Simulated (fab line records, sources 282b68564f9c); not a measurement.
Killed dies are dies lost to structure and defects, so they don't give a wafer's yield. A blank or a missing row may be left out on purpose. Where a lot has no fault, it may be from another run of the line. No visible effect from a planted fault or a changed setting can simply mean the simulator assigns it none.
fab line records	flow rit-cmos
record lots=5	wafers=23
route steps=202 shown ACTIVE@7 NWELL@36 NRETRO@54 GATE@84 NLDD@111 PLDD@122 SPACER@130 PSD@144
start-h: hours from the record's first day to the start of the lot's first wafer shown	wait-h: hours from the lot's prior step to this one	" the same as in the row above	L1.1+2: one row covering several wafers at once	- no value, or no start given	* or withheld: withheld	< > ~ a bound
route shown NAME@n: names a module that has steps shown in the file, with the first one's number in the route	usual: mean/standard deviation of fault-free wafers	same: alike in all rows	chamber/n: place in a boat	sites: per-site readings	_std_site: how widely they spread, as a standard deviation	_edge_site: outer sites' mean less inner sites'	radius-mm: how far each site lies from the wafer's centre	mask NAME#n: copy n	behind: the last tool/chamber to shape the wafer	hold: the reason the lot was held/the length of the hold in hours/how it ended	device: the transistor (n, p or np) that didn't switch	end of line: the same wafers' tests at the end of the route	a step given without rows: its recipe and nothing more	killed: not the wafer's yield, but the dies lost to structure and defects at the first sort	map: a wafer's dies, x killed, . not, _ none there
set.NAME: the run value of the setting; set.NAME@STEP: its run value at that earlier step	model.NAME: the simulator's own value behind a step, which no gauge read
one table per step and one row per wafer, for lots whose settings were changed on purpose
## steps
# step RIT_ACTIVE_COAT_06
# recipe resist=NOVOLAK	spin-rpm=3250	resist-thk-nm=1000
lot.wafer	tool	chamber	start-h	wait-h	set.resist-thk-nm	model.NOVOLAK_of_ACTIVE_COAT_06.thk-nm
L076.1	litho-track-03	0	25.30	0.1	1018	1018
L076.2	"	0	"	"	1000	1000
L076.3	"	0	"	"	1018	1017
L076.5	"	0	"	"	1000	1002
L076.6	"	0	"	"	1018	1020
L081.2	litho-track-04	0	48.83	0.1	1040	1048
L081.3	"	0	"	"	1040	1045
L081.4	"	0	"	"	1000	1003
L081.5	"	0	"	"	1040	1043
L081.6	"	0	"	"	1000	1005
L083.1	litho-track-01	0	58.74	0.1	1018	1020
L083.2	"	0	"	"	1000	999.1
L083.4	"	0	"	"	1000	998.6
L083.5	"	0	"	"	1000	1001
L083.6	"	0	"	"	1018	1018
L084.1+4	litho-track-01	0	63.98	0.1	1000	1002
L084.3	"	0	"	"	1000	1001
L084.5	"	0	"	"	1000	999.6
L084.6	"	0	"	"	1000	999.7
L085.3	litho-track-03	0	68.98	0.1	1000	1001
L085.5	"	0	"	"	1000	1000
L085.6	"	0	"	"	1000	1003
# step RIT_ACTIVE_EXPOSE_08
# recipe mask-id=M1	na=0.6	source-shape=conventional	sigma-outer=0.6	target-cd-nm=1400	dose-mj=225
lot.wafer	tool	chamber	start-h	wait-h	mask	set.dose-mj
L076.1+2+3+5+6	iline-stepper-01	0	25.60	0.1	M1#0	225
L081.2+4+6	iline-stepper-02	0	49.12	0.1	M1#0	215.3
L081.3+5	"	0	"	"	M1#0	225
L083.1+4+5	iline-stepper-02	0	59.04	0.1	M1#0	225
L083.2+6	"	0	"	"	M1#0	217.6
L084.1+5+6	iline-stepper-02	0	64.28	0.1	M1#0	208.4
L084.3+4	"	0	"	"	M1#0	225
L085.3+5+6	iline-stepper-01	0	69.39	0.2	M1#0	225
# step RIT_ACTIVE_PEB_09
# recipe resist=NOVOLAK	temp-c=withheld	time-s=withheld
# step RIT_ACTIVE_DEVELOP_10
# recipe resist=NOVOLAK	develop-time-s=50	dev-temp-c=23
# step RIT_ACTIVE_CD_MEAS_11
# recipe target-cd-nm=1400
# usual cd-nm=1400.1/1.9
lot.wafer	tool	chamber	start-h	wait-h	set.dose-mj@ACTIVE_EXPOSE_08	cd-nm
L076.1	cd-sem-01	-	26.00	-	225	1403.4
L076.2	"	-	"	"	225	1404.4
L076.3	"	-	"	"	225	1402.1
L076.5	"	-	"	"	225	1401.8
L076.6	"	-	"	"	225	1405.2
L081.2	cd-sem-02	-	49.52	-	215.3	1418.2
L081.3	"	-	"	"	225	1403.6
L081.4	"	-	"	"	215.3	1413.2
L081.5	"	-	"	"	225	1402.5
L081.6	"	-	"	"	215.3	1414.0
L083.1	cd-sem-02	-	59.44	-	225	1404.5
L083.2	"	-	"	"	217.6	1408.9
L083.4	"	-	"	"	225	1400.9
L083.5	"	-	"	"	225	1401.3
L083.6	"	-	"	"	217.6	1413.1
L084.1	cd-sem-02	-	64.68	-	208.4	1422.4
L084.3	"	-	"	"	225	1401.3
L084.4	"	-	"	"	225	1401.9
L084.5	"	-	"	"	208.4	1421.9
L084.6	"	-	"	"	208.4	1421.3
L085.3	cd-sem-01	-	69.79	-	225	1396.3
L085.5	"	-	"	"	225	1395.7
L085.6	"	-	"	"	225	1396.1
# step RIT_ACTIVE_HARDBAKE_12
# recipe resist=NOVOLAK	temp-c=140	time-s=60
lot.wafer	tool	chamber	start-h	wait-h	set.resist-thk-nm@ACTIVE_COAT_06	model.NOVOLAK_of_ACTIVE_COAT_06.thk-nm
L076.1	litho-track-03	0	26.20	0.2	1018	899.6
L076.2	"	0	"	"	1000	884.3
L076.3	"	0	"	"	1018	899
L076.5	"	0	"	"	1000	885.9
L076.6	"	0	"	"	1018	901.2
L081.2	litho-track-04	0	49.65	0.1	1040	926.1
L081.3	"	0	"	"	1040	923.1
L081.4	"	0	"	"	1000	886.3
L081.5	"	0	"	"	1040	921.6
L081.6	"	0	"	"	1000	887.8
L083.1	litho-track-03	0	59.56	0.1	1018	900.9
L083.2	"	0	"	"	1000	883
L083.4	"	0	"	"	1000	882.6
L083.5	"	0	"	"	1000	884.9
L083.6	"	0	"	"	1018	899.3
L084.1	litho-track-04	0	64.80	0.1	1000	885.1
L084.3	"	0	"	"	1000	884.7
L084.4	"	0	"	"	1000	885.8
L084.5+6	"	0	"	"	1000	883.5
L085.3	litho-track-04	0	69.96	0.1	1000	884.7
L085.5	"	0	"	"	1000	883.8
L085.6	"	0	"	"	1000	886.2
# step RIT_ACTIVE_ETCH_13
# recipe stop-on=SiO2	chemistry=SF6	target=Si3N4	time-s=210	over-etch-frac=0.4	SF6_flow_sccm=200	pressure-mtorr=260	rf-w=125	target-depth-a=2100
lot.wafer	tool	chamber	start-h	wait-h	set.resist-thk-nm@ACTIVE_COAT_06	set.dose-mj@ACTIVE_EXPOSE_08	model.NOVOLAK_of_ACTIVE_COAT_06.thk-nm	model.ACTIVE.cd-nm
L076.1	rie-diel-02	3	26.35	0.1	1018	225	668.2	1403
L076.2	"	0	"	"	1000	225	655.7	1404
L076.3	"	1	"	"	1018	225	665.9	1402
L076.5	"	1	"	"	1000	225	653.2	1402
L076.6	"	0	"	"	1018	225	673.6	1405
L081.2	rie-diel-02	3	49.77	0.1	1040	215.3	698.6	1418
L081.3	"	1	"	"	1040	225	692.1	1403
L081.4	"	2	"	"	1000	215.3	653	1413
L081.5	"	1	"	"	1040	225	689.8	1403
L081.6	"	0	"	"	1000	215.3	664.3	-
L083.1	rie-diel-03	2	59.71	0.1	1018	225	665.6	1405
L083.2	"	1	"	"	1000	217.6	653.2	1409
L083.4	"	3	"	"	1000	225	657.7	1401
L083.5	"	1	"	"	1000	225	655.2	1401
L083.6	"	0	"	"	1018	217.6	665.8	1413
L084.1	rie-diel-04	1	64.95	0.1	1000	208.4	652.3	1422
L084.3	"	2	"	"	1000	225	654.8	1401
L084.4	"	0	"	"	1000	225	651.7	1402
L084.5	"	2	"	"	1000	208.4	651.8	1422
L084.6	"	1	"	"	1000	208.4	648	1421
L085.3	rie-diel-02	1	70.06	0.1	1000	225	653	1396
L085.5	"	1	"	"	1000	225	652.1	-
L085.6	"	2	"	"	1000	225	652.9	1396
# step RIT_ACTIVE_STRIP_14
# recipe chemistry=O2	time-s=180	resist=NOVOLAK	platen-temp-c=withheld	power-w=500	pressure-mtorr=4000	o2-flow-sccm=4000
# step RIT_ACTIVE_CD_MEAS_90
# recipe target-cd-nm=1400
# usual cd-nm=1400.1/1.9
lot.wafer	tool	chamber	start-h	wait-h	set.dose-mj@ACTIVE_EXPOSE_08	cd-nm
L076.1	cd-sem-01	-	26.66	0.1	225	1402.8
L076.2	"	-	"	"	225	1404.0
L076.3	"	-	"	"	225	1402.3
L076.5	"	-	"	"	225	1401.8
L076.6	"	-	"	"	225	1405.2
L081.2	cd-sem-02	-	50.10	0.1	215.3	1418.3
L081.3	"	-	"	"	225	1403.5
L081.4	"	-	"	"	215.3	1412.7
L081.5	"	-	"	"	225	1402.6
L081.6	"	-	"	"	215.3	1414.4
L083.1	cd-sem-01	-	60.02	0.1	225	1404.6
L083.2	"	-	"	"	217.6	1409.7
L083.4	"	-	"	"	225	1401.1
L083.5	"	-	"	"	225	1401.5
L083.6	"	-	"	"	217.6	1413.5
L084.1	cd-sem-02	-	65.26	0.1	208.4	1422.4
L084.3	"	-	"	"	225	1401.4
L084.4	"	-	"	"	225	1401.4
L084.5	"	-	"	"	208.4	1422.0
L084.6	"	-	"	"	208.4	1421.1
L085.3	cd-sem-01	-	70.41	0.1	225	1396.0
L085.5	"	-	"	"	225	1395.6
L085.6	"	-	"	"	225	1395.8
# step RIT_NWELL_IMPLANT_08
# recipe species=P	energy-kev=170	dose-cm2=5e+13	tilt-deg=7
lot.wafer	tool	chamber	start-h	wait-h	set.energy-kev	model.implant.rp-nm	model.implant.drp-nm
L076.1+2+3+5+6	implanter-04	0	35.56	0.2	170	210.6	68.82
L081.2+4+5	implanter-02	0	57.36	0.2	170	214.2	68.82
L081.3+6	"	0	"	"	162.4	204.4	66.55
L083.1+2+5	implanter-03	0	66.56	0.2	179.8	226.4	71.77
L083.4+6	"	0	"	"	170	213.8	68.82
L084.1+3+5	implanter-03	0	70.80	0.2	170	218.8	68.82
L084.4+6	"	0	"	"	161.5	207.6	66.28
L085.3+5+6	implanter-04	0	76.10	0.2	170	212.8	68.82
# step RIT_NRETRO_COAT_01
# recipe resist=NOVOLAK	spin-rpm=2000	resist-thk-nm=1300
lot.wafer	tool	chamber	start-h	wait-h	set.resist-thk-nm	model.NOVOLAK_of_NRETRO_COAT_01.thk-nm
L076.1	litho-track-03	0	44.68	0.1	1359	1361
L076.2+5	"	0	"	"	1359	1362
L076.3	"	0	"	"	1300	1301
L076.6	"	0	"	"	1300	1299
L081.2+3	litho-track-01	0	65.10	0.1	1300	1298
L081.4+5	"	0	"	"	1269	1267
L081.6	"	0	"	"	1269	1270
L083.1	litho-track-02	0	74.04	0.1	1279	1282
L083.2+6	"	0	"	"	1279	1281
L083.4	"	0	"	"	1300	1303
L083.5	"	0	"	"	1300	1305
L084.1	litho-track-03	0	79.12	0.1	1325	1334
L084.3	"	0	"	"	1325	1329
L084.4	"	0	"	"	1325	1332
L084.5	"	0	"	"	1300	1308
L084.6	"	0	"	"	1300	1304
L085.3	litho-track-03	0	84.23	0.1	1300	1306
L085.5+6	"	0	"	"	1300	1307
# step RIT_GATE_CVD_08
# recipe material=poly-Si	target-thk-nm=250	temp-c=610	precursor=SiH4	time-s=2220	pressure-mtorr=300	sih4-flow-sccm=100
lot.wafer	tool	chamber	start-h	wait-h	set.sih4-flow-sccm	model.poly-Si_of_GATE_CVD_08.thk-nm
L076.1	-	-	-	0.1	85.99	214.1
L076.2	"	-	"	"	85.99	215.9
L076.3+5	"	-	"	"	85.99	213.8
L076.6	"	-	"	"	85.99	214.4
L081.2	-	-	-	1.4	108	274.1
L081.3	"	-	"	"	108	274.2
L081.4	"	-	"	"	108	271.8
L081.5	"	-	"	"	108	273.9
L081.6	"	-	"	"	108	272.5
L083.1	-	-	-	2.3	105.2	265
L083.2	"	-	"	"	105.2	267.5
L083.4	"	-	"	"	105.2	266.9
L083.5	"	-	"	"	105.2	265.6
L083.6	"	-	"	"	105.2	266.4
L084.1	-	-	-	2.1	100	249.4
L084.3	"	-	"	"	100	251.9
L084.4	"	-	"	"	100	251.7
L084.5	"	-	"	"	100	250.1
L084.6	"	-	"	"	100	250.4
L085.3	lpcvd-02	0	89.32	0.0	100	251.7
L085.5	"	0	"	"	100	254.9
L085.6	"	0	"	"	100	255.8
# step RIT_GATE_THK_MEAS_09
# recipe reads=poly-Si_of_GATE_CVD_08
# usual GATE_POLY_THK=251.3/2
lot.wafer	tool	chamber	start-h	wait-h	set.sih4-flow-sccm@GATE_CVD_08	GATE_POLY_THK[nm]
L076.1	film-metro-03	-	-	-	85.99	214.3
L076.2	"	-	"	"	85.99	215.7
L076.3	"	-	"	"	85.99	213.8
L076.5	"	-	"	"	85.99	213.8
L076.6	"	-	"	"	85.99	214.5
L081.2	film-metro-03	-	-	-	108	273.9
L081.3	"	-	"	"	108	274.4
L081.4	"	-	"	"	108	271.9
L081.5	"	-	"	"	108	274.2
L081.6	"	-	"	"	108	272.5
L083.1	film-metro-03	-	-	-	105.2	265.2
L083.2	"	-	"	"	105.2	267.4
L083.4	"	-	"	"	105.2	267.0
L083.5	"	-	"	"	105.2	265.7
L083.6	"	-	"	"	105.2	266.3
L084.1	film-metro-03	-	-	-	100	249.4
L084.3	"	-	"	"	100	251.7
L084.4	"	-	"	"	100	251.8
L084.5	"	-	"	"	100	250.2
L084.6	"	-	"	"	100	250.5
L085.3	film-metro-03	-	90.95	0.0	100	251.8
L085.5	"	-	"	"	100	254.9
L085.6	"	-	"	"	100	255.6
# step RIT_GATE_EXPOSE_13
# recipe mask-id=M6	na=0.6	source-shape=conventional	sigma-outer=0.6	target-cd-nm=150	dose-mj=380
lot.wafer	tool	chamber	start-h	wait-h	mask	set.dose-mj
L076.1+5+6	iline-stepper-02	0	54.36	0.1	M6#0	359.6
L076.2+3	"	0	"	"	M6#0	380
L081.2+3+4+5+6	iline-stepper-01	0	74.40	0.1	M6#0	380
L083.1+5+6	iline-stepper-02	0	84.28	0.1	M6#0	405.6
L083.2+4	"	0	"	"	M6#0	380
L084.1+3+4+5+6	iline-stepper-01	0	89.25	0.2	M6#0	380
L085.3+5+6	iline-stepper-02	0	91.61	0.2	M6#0	380
# step RIT_GATE_PEB_14
# recipe resist=NOVOLAK	temp-c=withheld	time-s=withheld
# step RIT_GATE_DEVELOP_15
# recipe resist=NOVOLAK	develop-time-s=50	dev-temp-c=23
# step RIT_GATE_CD_MEAS_16
# recipe target-cd-nm=150
# usual cd-nm=149.8/2.5
lot.wafer	tool	chamber	start-h	wait-h	set.dose-mj@GATE_EXPOSE_13	cd-nm
L076.1	cd-sem-01	-	54.91	-	359.6	180.9
L076.2	"	-	"	"	380	150.2
L076.3	"	-	"	"	380	155.6
L076.5	"	-	"	"	359.6	181.4
L076.6	"	-	"	"	359.6	180.9
L081.2	cd-sem-02	-	74.80	-	380	146.8
L081.3	"	-	"	"	380	146.7
L081.4	"	-	"	"	380	147.2
L081.5	"	-	"	"	380	152.0
L081.6	"	-	"	"	380	145.5
L083.1	cd-sem-01	-	84.68	-	405.6	116.7
L083.2	"	-	"	"	380	152.2
L083.4	"	-	"	"	380	149.9
L083.5	"	-	"	"	405.6	116.6
L083.6	"	-	"	"	405.6	117.2
L084.1	cd-sem-02	-	89.65	-	380	151.8
L084.3	"	-	"	"	380	151.9
L084.4	"	-	"	"	380	151.7
L084.5	"	-	"	"	380	151.5
L084.6	"	-	"	"	380	150.9
L085.3	cd-sem-02	-	92.01	-	380	151.8
L085.5	"	-	"	"	380	152.9
L085.6	"	-	"	"	380	149.3
# step RIT_GATE_ETCH_19
# recipe chemistry=SF6/CHF3/O2	time-s=165	SF6_flow_sccm=30	CHF3_flow_sccm=30	O2_flow_sccm=5	target=poly-Si	pressure-mtorr=40	rf-w=160	target-depth-a=3125	over-etch-frac=0.25	stop-on=SiO2
# usual oes-product-au=0.857/0.013
lot.wafer	tool	chamber	start-h	wait-h	set.over-etch-frac	set.sih4-flow-sccm@GATE_CVD_08	set.dose-mj@GATE_EXPOSE_13	oes-product-au	model.etch.depth-nm	model.GATE.cd-nm	model.GATE.feature-depth-nm
L076.1	rie-si-01	2	55.35	0.1	0.25	85.99	359.6	0.762	214.1	181.2	214.1
L076.2	"	0	"	"	0.25	85.99	380	0.765	215.9	150.3	215.9
L076.3	"	1	"	"	0.2888	85.99	380	0.764	213.8	155.4	213.8
L076.5	"	1	"	"	0.2888	85.99	359.6	0.765	213.8	181.3	213.8
L076.6	"	2	"	"	0.2888	85.99	359.6	0.739	214.4	180.7	214.4
L081.2	rie-si-02	2	75.20	0.1	0.2782	108	380	0.888	-	146.7	274.1
L081.3	"	0	"	"	0.25	108	380	0.924	-	147.2	274.2
L081.4	"	1	"	"	0.25	108	380	0.932	271.8	147.4	271.8
L081.5	"	2	"	"	0.2782	108	380	0.889	-	151.9	273.9
L081.6	"	3	"	"	0.2782	108	380	0.903	272.5	145.7	272.5
L083.1	rie-si-02	3	84.99	0.1	0.2942	105.2	405.6	0.885	-	117.2	265
L083.2	"	2	"	"	0.25	105.2	380	0.890	-	152	267.5
L083.4	"	1	"	"	0.2942	105.2	380	0.891	266.9	150	266.9
L083.5	"	1	"	"	0.2942	105.2	405.6	0.888	265.6	116.9	265.6
L083.6	"	0	"	"	0.25	105.2	405.6	0.898	266.4	117.4	266.4
L084.1	rie-si-01	3	89.95	0.1	0.25	100	380	0.848	249.4	151.6	249.4
L084.3	"	1	"	"	0.25	100	380	0.841	251.9	152.2	251.9
L084.4	"	2	"	"	0.25	100	380	0.847	251.7	151.6	251.7
L084.5	"	0	"	"	0.25	100	380	0.847	250.1	151.9	250.1
L084.6	"	3	"	"	0.25	100	380	0.849	250.4	151	250.4
L085.3	rie-si-02	0	92.28	0.1	0.25	100	380	0.862	251.7	152	251.7
L085.5	"	3	"	"	0.25	100	380	0.880	254.9	152.7	254.9
L085.6	"	2	"	"	0.25	100	380	0.867	255.8	149.2	255.8
# step RIT_GATE_STRIP_20
# recipe chemistry=O2	time-s=180	resist=NOVOLAK	platen-temp-c=withheld	power-w=500	pressure-mtorr=4000	o2-flow-sccm=4000
# step RIT_GATE_CD_MEAS_90
# recipe target-cd-nm=150
# usual cd-nm=149.8/2.5
lot.wafer	tool	chamber	start-h	wait-h	set.dose-mj@GATE_EXPOSE_13	cd-nm
L076.1	cd-sem-02	-	55.63	0.1	359.6	180.7
L076.2	"	-	"	"	380	150.2
L076.3	"	-	"	"	380	155.2
L076.5	"	-	"	"	359.6	181.3
L076.6	"	-	"	"	359.6	181.0
L081.2	cd-sem-01	-	75.51	0.1	380	146.8
L081.3	"	-	"	"	380	146.9
L081.4	"	-	"	"	380	147.5
L081.5	"	-	"	"	380	152.0
L081.6	"	-	"	"	380	145.8
L083.1	cd-sem-02	-	85.27	0.1	405.6	116.8
L083.2	"	-	"	"	380	152.1
L083.4	"	-	"	"	380	149.8
L083.5	"	-	"	"	405.6	117.0
L083.6	"	-	"	"	405.6	117.1
L084.1	cd-sem-02	-	90.24	0.1	380	151.4
L084.3	"	-	"	"	380	152.5
L084.4	"	-	"	"	380	151.4
L084.5	"	-	"	"	380	152.0
L084.6	"	-	"	"	380	151.2
L085.3	cd-sem-02	-	92.60	0.1	380	152.2
L085.5	"	-	"	"	380	152.6
L085.6	"	-	"	"	380	149.5
# step RIT_NLDD_IMPLANT_08
# recipe species=P	energy-kev=20	dose-cm2=5e+14	tilt-deg=7
lot.wafer	tool	chamber	start-h	wait-h	set.dose-cm2
L076.1+2+6	implanter-04	0	61.07	0.1	4.817e+14
L076.3+5	"	0	"	"	5e+14
L081.2+3+4+5+6	implanter-04	0	79.77	0.1	5e+14
L083.1+5	implanter-03	0	89.53	0.1	5.289e+14
L083.2+4+6	"	0	"	"	5e+14
L084.1+6	implanter-04	0	95.70	0.1	5e+14
L084.3+4+5	"	0	"	"	4.859e+14
L085.3+5+6	implanter-02	0	98.06	0.1	5e+14
# step RIT_PLDD_IMPLANT_08
# recipe species=BF2	energy-kev=20	dose-cm2=9e+14	tilt-deg=7
lot.wafer	tool	chamber	start-h	wait-h	set.energy-kev
L076.1+2+5	implanter-01	0	62.49	0.1	20.79
L076.3+6	"	0	"	"	20
L081.2+4+5	implanter-04	0	81.33	0.1	20
L081.3+6	"	0	"	"	18.91
L083.1+2+5	implanter-02	0	91.07	0.1	20
L083.4+6	"	0	"	"	19.56
L084.1+4+6	implanter-01	0	97.19	0.1	20.54
L084.3+5	"	0	"	"	20
L085.3+5+6	implanter-01	0	99.48	0.1	20
# step RIT_SPACER_ETCHBACK_05
# recipe target-depth-a=2500	SF6_flow_sccm=30	CHF3_flow_sccm=30	target=Si3N4	chemistry=SF6/CHF3	pressure-mtorr=40	rf-w=250	time-s=240	stop-on=SiO2
lot.wafer	tool	chamber	start-h	wait-h	set.rf-w	set.sih4-flow-sccm@GATE_CVD_08	model.poly-Si_of_GATE_CVD_08.thk-nm
L076.1	rie-diel-01	2	67.36	0.1	250	85.99	131.8
L076.2	"	0	"	"	250	85.99	133.7
L076.3+6	"	1,0	"	"	250	85.99	132
L076.5	"	1	"	"	250	85.99	132.5
L081.2	rie-diel-04	1	85.75	0.0	264.2	108	187.8
L081.3	"	3	"	"	264.2	108	189.5
L081.4	"	2	"	"	250	108	188.2
L081.5	"	2	"	"	264.2	108	188.5
L081.6	"	1	"	"	250	108	188.7
L083.1	rie-diel-03	0	93.80	0.1	277	105.2	177.3
L083.2	"	2	"	"	250	105.2	184
L083.4	"	1	"	"	277	105.2	181
L083.5	"	3	"	"	250	105.2	182.8
L083.6	"	2	"	"	250	105.2	182.6
L084.1	rie-diel-03	3	99.92	0.1	250	100	168.1
L084.3	"	2	"	"	250	100	169.2
L084.4	"	1	"	"	250	100	169.6
L084.5	"	3	"	"	250	100	169
L084.6	"	2	"	"	250	100	167.7
L085.3	rie-diel-03	0	102.16	0.0	250	100	167.7
L085.5	"	2	"	"	250	100	172.5
L085.6	"	1	"	"	250	100	172.7
# step RIT_PSD_SOFTBAKE_02
# recipe resist=NOVOLAK	temp-c=90	time-s=60
lot.wafer	tool	chamber	start-h	wait-h	set.temp-c
L076.1+3+5	litho-track-04	0	69.48	0.1	86.49
L076.2+6	"	0	"	"	90
L081.2+3+4	litho-track-01	0	87.77	0.1	86.69
L081.5+6	"	0	"	"	90
L083.1+6	litho-track-01	0	95.89	0.1	87.52
L083.2+4+5	"	0	"	"	90
L084.1+5	litho-track-01	0	101.91	0.1	88.48
L084.3+4+6	"	0	"	"	90
L085.3+5+6	litho-track-02	0	104.08	0.1	90
# step RIT_PSD_EXPOSE_03
# recipe mask-id=M10	na=0.57	target-cd-nm=40900	dose-mj=250
# step RIT_PSD_PEB_04
# recipe resist=NOVOLAK	temp-c=withheld	time-s=withheld
# step RIT_PSD_DEVELOP_05
# recipe resist=NOVOLAK	develop-time-s=50	dev-temp-c=23
lot.wafer	tool	chamber	start-h	wait-h	set.temp-c@PSD_SOFTBAKE_02	model.NOVOLAK_of_PSD_COAT_01.thk-nm
L076.1+3	litho-track-01	0	-	-	86.49	1011
L076.2	"	0	"	"	90	999.6
L076.5	"	0	"	"	86.49	1010
L076.6	"	0	"	"	90	997.8
L081.2+4	litho-track-01	0	-	-	86.69	1008
L081.3	"	0	"	"	86.69	1009
L081.5	"	0	"	"	90	999.4
L081.6	"	0	"	"	90	999.9
L083.1	litho-track-04	0	-	-	87.52	1006
L083.2	"	0	"	"	90	1000
L083.4	"	0	"	"	90	1001
L083.5	"	0	"	"	90	1002
L083.6	"	0	"	"	87.52	1007
L084.1	litho-track-02	0	-	-	88.48	1005
L084.3	"	0	"	"	90	1000
L084.4	"	0	"	"	90	998.4
L084.5	"	0	"	"	88.48	1004
L084.6	"	0	"	"	90	1002
L085.3+5+6	litho-track-02	0	-	-	90	1004
## key
split step=RIT_ACTIVE_COAT_06	setting=resist-thk-nm	stated=1000	by=wafer
response step=RIT_ACTIVE_COAT_06	reading=model.NOVOLAK_of_ACTIVE_COAT_06.thk-nm	change=+10.3	per=1%	r=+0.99
response step=RIT_ACTIVE_HARDBAKE_12	reading=model.NOVOLAK_of_ACTIVE_COAT_06.thk-nm	change=+9.03	per=1%	r=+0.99
response step=RIT_ACTIVE_ETCH_13	reading=model.NOVOLAK_of_ACTIVE_COAT_06.thk-nm	change=+8.22	per=1%	r=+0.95
split step=RIT_ACTIVE_EXPOSE_08	setting=dose-mj	stated=225	by=wafer
response step=RIT_ACTIVE_CD_MEAS_11	reading=cd-nm	change=-2.74	per=1%	r=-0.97
response step=RIT_ACTIVE_ETCH_13	reading=model.ACTIVE.cd-nm	change=-2.8	per=1%	r=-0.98
response step=RIT_ACTIVE_CD_MEAS_90	reading=cd-nm	change=-2.78	per=1%	r=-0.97
split step=RIT_NWELL_IMPLANT_08	setting=energy-kev	stated=170	by=wafer
response step=RIT_NWELL_IMPLANT_08	reading=model.implant.rp-nm	change=+2.22	per=1%	r=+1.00
response step=RIT_NWELL_IMPLANT_08	reading=model.implant.drp-nm	change=+0.51	per=1%	r=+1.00
split step=RIT_NRETRO_COAT_01	setting=resist-thk-nm	stated=1300	by=wafer
response step=RIT_NRETRO_COAT_01	reading=model.NOVOLAK_of_NRETRO_COAT_01.thk-nm	change=+13.4	per=1%	r=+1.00
split step=RIT_GATE_CVD_08	setting=sih4-flow-sccm	stated=100	by=lot
response step=RIT_GATE_CVD_08	reading=model.poly-Si_of_GATE_CVD_08.thk-nm	change=+2.68	per=1%	r=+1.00
response step=RIT_GATE_THK_MEAS_09	reading=GATE_POLY_THK	change=+2.69	per=1%	r=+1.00
response step=RIT_GATE_ETCH_19	reading=oes-product-au	change=+0.00677	per=1%	r=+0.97
response step=RIT_GATE_ETCH_19	reading=model.etch.depth-nm	change=+2.67	per=1%	r=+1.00
response step=RIT_GATE_ETCH_19	reading=model.GATE.feature-depth-nm	change=+2.68	per=1%	r=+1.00
response step=RIT_SPACER_ETCHBACK_05	reading=model.poly-Si_of_GATE_CVD_08.thk-nm	change=+2.56	per=1%	r=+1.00
split step=RIT_GATE_EXPOSE_13	setting=dose-mj	stated=380	by=wafer
response step=RIT_GATE_CD_MEAS_16	reading=cd-nm	change=-5.15	per=1%	r=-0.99
response step=RIT_GATE_ETCH_19	reading=model.GATE.cd-nm	change=-5.11	per=1%	r=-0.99
response step=RIT_GATE_CD_MEAS_90	reading=cd-nm	change=-5.13	per=1%	r=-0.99
split step=RIT_GATE_ETCH_19	setting=over-etch-frac	stated=0.25	by=wafer
response none clear
split step=RIT_NLDD_IMPLANT_08	setting=dose-cm2	stated=5e+14	by=wafer
response none in this file
split step=RIT_PLDD_IMPLANT_08	setting=energy-kev	stated=20	by=wafer
response none in this file
split step=RIT_SPACER_ETCHBACK_05	setting=rf-w	stated=250	by=wafer
response none clear
split step=RIT_PSD_SOFTBAKE_02	setting=temp-c	stated=90	by=wafer
response step=RIT_PSD_DEVELOP_05	reading=model.NOVOLAK_of_PSD_COAT_01.thk-nm	change=-2.6	per=1%	r=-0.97
